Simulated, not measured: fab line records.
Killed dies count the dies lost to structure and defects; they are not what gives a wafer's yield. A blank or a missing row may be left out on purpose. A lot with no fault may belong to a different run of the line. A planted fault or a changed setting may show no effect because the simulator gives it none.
fab line records :: flow rit-cmos
[record]
  lots = 14
  wafers = 42
  last-day = 7
route steps=202 shown CONTACT@180 M1@202
lots that met no fault: taken from a fault-free run of the same line
start-h: start of the lot's first displayed wafer, in hours after the record's first day :: wait-h: hours since the lot's step before :: " repeats the value in the row above :: L1.1+2: one row covering several wafers at once :: - no value, or no start given :: * or withheld: withheld :: < > ~ a bound
route shown NAME@n: a module of which the file shows steps, and the number in the route of the first :: usual: mean/standard deviation of fault-free wafers :: same: alike in all rows :: chamber/n: place in a boat :: sites: per-site readings :: _std_site: standard deviation across them :: _edge_site: mean of outer sites minus mean of inner sites :: radius-mm: for every site, how far away it sits from the centre of the wafer :: mask NAME#n: copy n :: behind: the tool/chamber that last shaped the wafer :: hold: why the lot was held/for how many hours/how that ended :: device: transistor that didn't switch, given as n, p or np :: end of line: the tests these same wafers got at the end of their route :: a step with no rows: only its recipe :: killed: dies lost to structure and defects at the first sort, not the wafer's yield :: map: the dies of a wafer, with x for killed, . for not killed, _ for no die there
set.NAME: setting as actually run; set.NAME@STEP: the setting as run at that earlier step :: model.NAME: the simulator's own value behind a step, which no gauge read
steps of the route over a sample of lots; a table a step, a row a wafer
services: a tool's chamber out of use, with start hour (start-h, from the record's first day; less than 0 if before it), hours out, and reason
[[steps]]
[step RIT_CONTACT_STRIP_12]
[recipe]
  chemistry = O2
  time-s = 180
  resist = NOVOLAK
  platen-temp-c = withheld
  power-w = 500
  pressure-mtorr = 4000
  o2-flow-sccm = 4000
[usual]
  drypump-motor-current-A = 5.9/0.37
  run-length-s = 208.3/0.58
lot.wafer: L189.1
tool: plasma-asher-03
chamber: 0
start-h: 54.59
wait-h: 0.1
drypump-motor-current-A: 6.4
rf-hours-counter-h: 43
run-length-s: 207.8

lot.wafer: L189.3
tool: plasma-asher-03
chamber: 0
start-h: 54.59
wait-h: 0.1
drypump-motor-current-A: 6.4
rf-hours-counter-h: -
run-length-s: 208.0

lot.wafer: L189.4
tool: plasma-asher-03
chamber: 1
start-h: 54.59
wait-h: 0.1
drypump-motor-current-A: 5.7
rf-hours-counter-h: -
run-length-s: 208.2

lot.wafer: L190.2
tool: plasma-asher-02
chamber: 0
start-h: 60.13
wait-h: 0.1
drypump-motor-current-A: 5.7
rf-hours-counter-h: 29
run-length-s: 207.5

lot.wafer: L190.4
tool: plasma-asher-02
chamber: 1
start-h: 60.13
wait-h: 0.1
drypump-motor-current-A: 5.5
rf-hours-counter-h: -
run-length-s: 209.1

lot.wafer: L190.5
tool: plasma-asher-02
chamber: 1
start-h: 60.13
wait-h: 0.1
drypump-motor-current-A: 5.5
rf-hours-counter-h: -
run-length-s: 209.5

lot.wafer: L191.1
tool: plasma-asher-02
chamber: 0
start-h: 64.60
wait-h: 0.1
drypump-motor-current-A: 5.6
rf-hours-counter-h: 29
run-length-s: 207.4

lot.wafer: L191.3
tool: plasma-asher-02
chamber: 1
start-h: 64.60
wait-h: 0.1
drypump-motor-current-A: 5.5
rf-hours-counter-h: -
run-length-s: 209.1

lot.wafer: L191.6
tool: plasma-asher-02
chamber: 0
start-h: 64.60
wait-h: 0.1
drypump-motor-current-A: 5.7
rf-hours-counter-h: -
run-length-s: 207.8

lot.wafer: L192.3
tool: plasma-asher-02
chamber: 1
start-h: 72.34
wait-h: 0.2
drypump-motor-current-A: 5.5
rf-hours-counter-h: -
run-length-s: 209.1

lot.wafer: L192.4
tool: plasma-asher-02
chamber: 0
start-h: 72.34
wait-h: 0.2
drypump-motor-current-A: 5.6
rf-hours-counter-h: -
run-length-s: 207.6

lot.wafer: L192.6
tool: plasma-asher-02
chamber: 1
start-h: 72.34
wait-h: 0.2
drypump-motor-current-A: 5.5
rf-hours-counter-h: -
run-length-s: 209.2

lot.wafer: L194.2
tool: plasma-asher-04
chamber: 1
start-h: 78.66
wait-h: 0.1
drypump-motor-current-A: 6.4
rf-hours-counter-h: 43
run-length-s: 207.7

lot.wafer: L194.3
tool: plasma-asher-04
chamber: 1
start-h: 78.66
wait-h: 0.1
drypump-motor-current-A: 6.4
rf-hours-counter-h: -
run-length-s: 208.0

lot.wafer: L194.5
tool: plasma-asher-04
chamber: 0
start-h: 78.66
wait-h: 0.1
drypump-motor-current-A: 5.6
rf-hours-counter-h: -
run-length-s: 208.4

lot.wafer: L196.2
tool: plasma-asher-03
chamber: 1
start-h: 93.35
wait-h: 0.1
drypump-motor-current-A: 5.7
rf-hours-counter-h: 47
run-length-s: 208.4

lot.wafer: L196.5
tool: plasma-asher-03
chamber: 0
start-h: 93.35
wait-h: 0.1
drypump-motor-current-A: 6.4
rf-hours-counter-h: -
run-length-s: 208.7

lot.wafer: L196.6
tool: plasma-asher-03
chamber: 1
start-h: 93.35
wait-h: 0.1
drypump-motor-current-A: 5.7
rf-hours-counter-h: -
run-length-s: 208.5

lot.wafer: L197.4
tool: plasma-asher-03
chamber: 0
start-h: 96.92
wait-h: 0.1
drypump-motor-current-A: 6.4
rf-hours-counter-h: -
run-length-s: 208.1

lot.wafer: L197.5
tool: plasma-asher-03
chamber: 0
start-h: 96.92
wait-h: 0.1
drypump-motor-current-A: 6.4
rf-hours-counter-h: -
run-length-s: 208.3

lot.wafer: L197.6
tool: plasma-asher-03
chamber: 1
start-h: 96.92
wait-h: 0.1
drypump-motor-current-A: 5.7
rf-hours-counter-h: -
run-length-s: 209.0

lot.wafer: L202.2
tool: plasma-asher-02
chamber: 0
start-h: 121.18
wait-h: 0.1
drypump-motor-current-A: 5.7
rf-hours-counter-h: 35
run-length-s: 207.6

lot.wafer: L202.3
tool: plasma-asher-02
chamber: 0
start-h: 121.18
wait-h: 0.1
drypump-motor-current-A: 5.7
rf-hours-counter-h: -
run-length-s: 207.4

lot.wafer: L202.4
tool: plasma-asher-02
chamber: 1
start-h: 121.18
wait-h: 0.1
drypump-motor-current-A: 5.5
rf-hours-counter-h: -
run-length-s: 232.7

lot.wafer: L204.1
tool: plasma-asher-02
chamber: 1
start-h: 131.01
wait-h: 0.1
drypump-motor-current-A: 5.5
rf-hours-counter-h: 36
run-length-s: 232.4

lot.wafer: L204.3
tool: plasma-asher-02
chamber: 1
start-h: 131.01
wait-h: 0.1
drypump-motor-current-A: 5.5
rf-hours-counter-h: -
run-length-s: 232.4

lot.wafer: L204.5
tool: plasma-asher-02
chamber: 0
start-h: 131.01
wait-h: 0.1
drypump-motor-current-A: 5.7
rf-hours-counter-h: -
run-length-s: 207.8

lot.wafer: L207.3
tool: plasma-asher-04
chamber: 0
start-h: 145.73
wait-h: 0.2
drypump-motor-current-A: 5.6
rf-hours-counter-h: -
run-length-s: 208.2

lot.wafer: L207.4
tool: plasma-asher-04
chamber: 1
start-h: 145.73
wait-h: 0.2
drypump-motor-current-A: 6.4
rf-hours-counter-h: -
run-length-s: 207.8

lot.wafer: L207.5
tool: plasma-asher-04
chamber: 1
start-h: 145.73
wait-h: 0.2
drypump-motor-current-A: 6.4
rf-hours-counter-h: -
run-length-s: 208.1

lot.wafer: L208.1
tool: plasma-asher-03
chamber: 1
start-h: 148.43
wait-h: 0.1
drypump-motor-current-A: 5.7
rf-hours-counter-h: 53
run-length-s: 208.7

lot.wafer: L208.2
tool: plasma-asher-03
chamber: 0
start-h: 148.43
wait-h: 0.1
drypump-motor-current-A: 6.4
rf-hours-counter-h: 53
run-length-s: 207.9

lot.wafer: L208.4
tool: plasma-asher-03
chamber: 0
start-h: 148.43
wait-h: 0.1
drypump-motor-current-A: 6.4
rf-hours-counter-h: -
run-length-s: 208.0

lot.wafer: L209.1
tool: plasma-asher-04
chamber: 1
start-h: 157.95
wait-h: 0.1
drypump-motor-current-A: 6.4
rf-hours-counter-h: 4
run-length-s: 207.7

lot.wafer: L209.2
tool: plasma-asher-04
chamber: 0
start-h: 157.95
wait-h: 0.1
drypump-motor-current-A: 5.6
rf-hours-counter-h: 4
run-length-s: 208.2

lot.wafer: L209.5
tool: plasma-asher-04
chamber: 0
start-h: 157.95
wait-h: 0.1
drypump-motor-current-A: 5.6
rf-hours-counter-h: -
run-length-s: 208.4

lot.wafer: L211.2
tool: plasma-asher-03
chamber: 1
start-h: 165.46
wait-h: 0.1
drypump-motor-current-A: 5.7
rf-hours-counter-h: 55
run-length-s: 208.5

lot.wafer: L211.3
tool: plasma-asher-03
chamber: 0
start-h: 165.46
wait-h: 0.1
drypump-motor-current-A: 6.4
rf-hours-counter-h: -
run-length-s: 207.9

lot.wafer: L211.5
tool: plasma-asher-03
chamber: 0
start-h: 165.46
wait-h: 0.1
drypump-motor-current-A: 6.4
rf-hours-counter-h: -
run-length-s: 208.1

lot.wafer: L212.2
tool: plasma-asher-04
chamber: 1
start-h: 172.92
wait-h: 0.1
drypump-motor-current-A: 6.4
rf-hours-counter-h: 6
run-length-s: 207.9

lot.wafer: L212.5
tool: plasma-asher-04
chamber: 0
start-h: 172.92
wait-h: 0.1
drypump-motor-current-A: 5.6
rf-hours-counter-h: -
run-length-s: 208.2

lot.wafer: L212.6
tool: plasma-asher-04
chamber: 1
start-h: 172.92
wait-h: 0.1
drypump-motor-current-A: 6.4
rf-hours-counter-h: -
run-length-s: 208.0
[step RIT_M1_PROBE_99]
[usual]
  killed_at_M0_to_M3 = 0.0/0.12
  killed-at-contacts = 0.1/0.25
  killed-at-front-end = 6.3/2.9
  killed-dies = 6.4/2.8
  killed-on-rim = 1.7/1.4
  killed-open = 3.3/2
  killed-short = 3.1/2
[same]
  gross-dies = 264
  killed_at_M4_up = 0
  killed-at-back-side = 0
  killed-at-other = 0
lot.wafer: L194.2
tool: prober-02
chamber: -
start-h: 83.61
wait-h: 0.1
killed_at_M0_to_M3: 0
killed-at-contacts: 0
killed-at-front-end: 9
killed-dies: 9
killed-on-rim: 2
killed-open: 2
killed-short: 7

lot.wafer: L194.3
tool: prober-02
chamber: -
start-h: 83.66
wait-h: 0.2
killed_at_M0_to_M3: 0
killed-at-contacts: 0
killed-at-front-end: 6
killed-dies: 6
killed-on-rim: 1
killed-open: 1
killed-short: 5

lot.wafer: L194.5
tool: prober-02
chamber: -
start-h: 83.76
wait-h: 0.2
killed_at_M0_to_M3: 0
killed-at-contacts: 0
killed-at-front-end: 4
killed-dies: 4
killed-on-rim: 0
killed-open: 1
killed-short: 3

lot.wafer: L196.2
tool: prober-02
chamber: -
start-h: 98.07
wait-h: 0.1
killed_at_M0_to_M3: 0
killed-at-contacts: 0
killed-at-front-end: 5
killed-dies: 5
killed-on-rim: 1
killed-open: 3
killed-short: 2

lot.wafer: L196.5
tool: prober-02
chamber: -
start-h: 98.22
wait-h: 0.2
killed_at_M0_to_M3: 0
killed-at-contacts: 0
killed-at-front-end: 9
killed-dies: 9
killed-on-rim: 1
killed-open: 4
killed-short: 5

lot.wafer: L196.6
tool: prober-02
chamber: -
start-h: 98.27
wait-h: 0.2
killed_at_M0_to_M3: 0
killed-at-contacts: 0
killed-at-front-end: 5
killed-dies: 5
killed-on-rim: 1
killed-open: 2
killed-short: 3

lot.wafer: L197.4
tool: prober-01
chamber: -
start-h: 101.80
wait-h: 0.2
killed_at_M0_to_M3: 0
killed-at-contacts: 0
killed-at-front-end: 6
killed-dies: 6
killed-on-rim: 1
killed-open: 4
killed-short: 2

lot.wafer: L197.5
tool: prober-01
chamber: -
start-h: 101.85
wait-h: 0.2
killed_at_M0_to_M3: 0
killed-at-contacts: 1
killed-at-front-end: 12
killed-dies: 13
killed-on-rim: 3
killed-open: 8
killed-short: 5

lot.wafer: L197.6
tool: prober-01
chamber: -
start-h: 101.90
wait-h: 0.2
killed_at_M0_to_M3: 0
killed-at-contacts: 0
killed-at-front-end: 11
killed-dies: 11
killed-on-rim: 3
killed-open: 4
killed-short: 7

lot.wafer: L204.1
tool: prober-01
chamber: -
start-h: 136.04
wait-h: 0.1
killed_at_M0_to_M3: 0
killed-at-contacts: 0
killed-at-front-end: 2
killed-dies: 2
killed-on-rim: 0
killed-open: 1
killed-short: 1

lot.wafer: L204.3
tool: prober-01
chamber: -
start-h: 136.14
wait-h: 0.2
killed_at_M0_to_M3: 0
killed-at-contacts: 1
killed-at-front-end: 2
killed-dies: 3
killed-on-rim: 1
killed-open: 1
killed-short: 2

lot.wafer: L204.5
tool: prober-01
chamber: -
start-h: 136.24
wait-h: 0.2
killed_at_M0_to_M3: 0
killed-at-contacts: 0
killed-at-front-end: 3
killed-dies: 3
killed-on-rim: 1
killed-open: 2
killed-short: 1

lot.wafer: L209.1
tool: prober-02
chamber: -
start-h: 163.05
wait-h: 0.1
killed_at_M0_to_M3: 0
killed-at-contacts: 0
killed-at-front-end: 5
killed-dies: 5
killed-on-rim: 2
killed-open: 2
killed-short: 3

lot.wafer: L209.2
tool: prober-02
chamber: -
start-h: 163.10
wait-h: 0.1
killed_at_M0_to_M3: 0
killed-at-contacts: 0
killed-at-front-end: 6
killed-dies: 6
killed-on-rim: 2
killed-open: 6
killed-short: 0

lot.wafer: L209.5
tool: prober-02
chamber: -
start-h: 163.25
wait-h: 0.2
killed_at_M0_to_M3: 0
killed-at-contacts: 0
killed-at-front-end: 3
killed-dies: 3
killed-on-rim: 0
killed-open: 1
killed-short: 2

lot.wafer: L211.2
tool: prober-02
chamber: -
start-h: 170.30
wait-h: 0.1
killed_at_M0_to_M3: 0
killed-at-contacts: 0
killed-at-front-end: 5
killed-dies: 5
killed-on-rim: 0
killed-open: 2
killed-short: 3

lot.wafer: L211.3
tool: prober-02
chamber: -
start-h: 170.35
wait-h: 0.2
killed_at_M0_to_M3: 0
killed-at-contacts: 0
killed-at-front-end: 9
killed-dies: 9
killed-on-rim: 4
killed-open: 7
killed-short: 2

lot.wafer: L211.5
tool: prober-02
chamber: -
start-h: 170.45
wait-h: 0.2
killed_at_M0_to_M3: 0
killed-at-contacts: 0
killed-at-front-end: 4
killed-dies: 4
killed-on-rim: 2
killed-open: 2
killed-short: 2
// killed by level:class
L194.2 SPACER:geometric-particle:short=3 REOX:geometric-particle:short=2 FOX1:geometric-particle:short=1 GATE:geometric-particle:open=1 GATE:geometric-particle:short=1 SPACER:geometric-particle:open=1
L194.3 FOX1:geometric-particle:short=2 SILICIDE:geometric-particle:short=2 FOX1:geometric-particle:open=1 REOX:geometric-particle:short=1
L194.5 SPACER:geometric-particle:short=2 GATE:geometric-particle:short=1 SILICIDE:geometric-particle:open=1
L196.2 FOX1:geometric-particle:open=1 FOX1:geometric-particle:short=1 FOX2:geometric-particle:short=1 SPACER:geometric-particle:open=1 SILICIDE:geometric-particle:open=1
L196.5 FOX2:geometric-particle:short=2 FOX2:geometric-particle:open=2 FOX1:geometric-particle:short=1 GATE:geometric-particle:open=1 GATE:geometric-particle:short=1 REOX:geometric-particle:open=1 SILICIDE:geometric-particle:short=1
L196.6 FOX1:geometric-particle:short=2 SPACER:geometric-particle:open=1 SILICIDE:geometric-particle:short=1 SILICIDE:geometric-particle:open=1
L197.4 GATE:geometric-particle:short=2 GATE:geometric-particle:open=2 FOX1:geometric-particle:open=1 SPACER:geometric-particle:open=1
L197.5 GATE:geometric-particle:open=2 REOX:geometric-particle:open=2 FOX1:geometric-particle:short=1 FOX2:geometric-particle:open=1 FOX2:geometric-particle:short=1 GATE:geometric-particle:short=1 SPACER:geometric-particle:open=1 SPACER:geometric-particle:short=1
L197.6 FOX1:geometric-particle:short=3 FOX2:geometric-particle:short=3 GATE:geometric-particle:open=2 SPACER:geometric-particle:open=2 GATE:geometric-particle:short=1
L204.1 GATE:geometric-particle:open=1 GATE:geometric-particle:short=1
L204.3 FOX2:geometric-particle:short=1 SPACER:geometric-particle:short=1 CONTACT:geometric-particle:open=1
L204.5 GATE:geometric-particle:open=2 GATE:geometric-particle:short=1
L209.1 REOX:geometric-particle:short=3 GATE:geometric-particle:open=1 SPACER:geometric-particle:open=1
L209.2 REOX:geometric-particle:open=4 FOX1:geometric-particle:open=1 GATE:geometric-particle:open=1
L209.5 GATE:geometric-particle:open=1 GATE:geometric-particle:short=1 REOX:geometric-particle:short=1
L211.2 FOX1:geometric-particle:open=1 GATE:geometric-particle:short=1 REOX:geometric-particle:short=1 REOX:geometric-particle:open=1 SILICIDE:geometric-particle:short=1
L211.3 FOX1:geometric-particle:open=3 GATE:geometric-particle:open=2 FOX1:geometric-particle:short=1 REOX:geometric-particle:open=1 SPACER:geometric-particle:short=1 SILICIDE:geometric-particle:open=1
L211.5 REOX:geometric-particle:open=1 REOX:geometric-particle:short=1 SILICIDE:geometric-particle:short=1 SILICIDE:geometric-particle:open=1
[[services]]
tool: plasma-asher-03
chamber: -
start-h: 32.03
hours: 0.3
kind: repair

tool: plasma-asher-03
chamber: -
start-h: 59.40
hours: 2.3
kind: repair

tool: plasma-asher-04
chamber: -
start-h: 108.75
hours: 9.0
kind: pm

tool: plasma-asher-04
chamber: 0
start-h: 108.75
hours: 9.0
kind: vent-cycle

tool: plasma-asher-04
chamber: 1
start-h: 108.75
hours: 9.0
kind: vent-cycle

tool: plasma-asher-04
chamber: 0
start-h: 117.75
hours: -
kind: clean

tool: plasma-asher-04
chamber: 1
start-h: 117.75
hours: -
kind: clean
[[key]]
[first-sign]
  step = RIT_CONTACT_STRIP_12
  reading = run-length-s
  direction = up
  sigmas = 42
  usual = *
  struck = *
effect none on later readings
met-at RIT_CONTACT_STRIP_12
struck-lots L202,L204
struck-wafers L202.4,L204.1,L204.3
tester-left-out L202,L204
onset-between 72.34 121.18
[fault]
  kind = process-parameter-drift
  tool = plasma-asher-02
  chamber = 1
  onset-h = 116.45
  steps = RIT_CONTACT_STRIP_12
  channel = time-s
  offset = *
  shape = step
  end-h = 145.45
  acts-in = *
  stated = *
// tester-left-out: of these lots the tester's yield and bins aren't shown, on N5 and GAA mostly nor the transistor test; their killed dies are dies lost to structure and defects alone, not to doping, threshold or leakage, so they don't give the yield
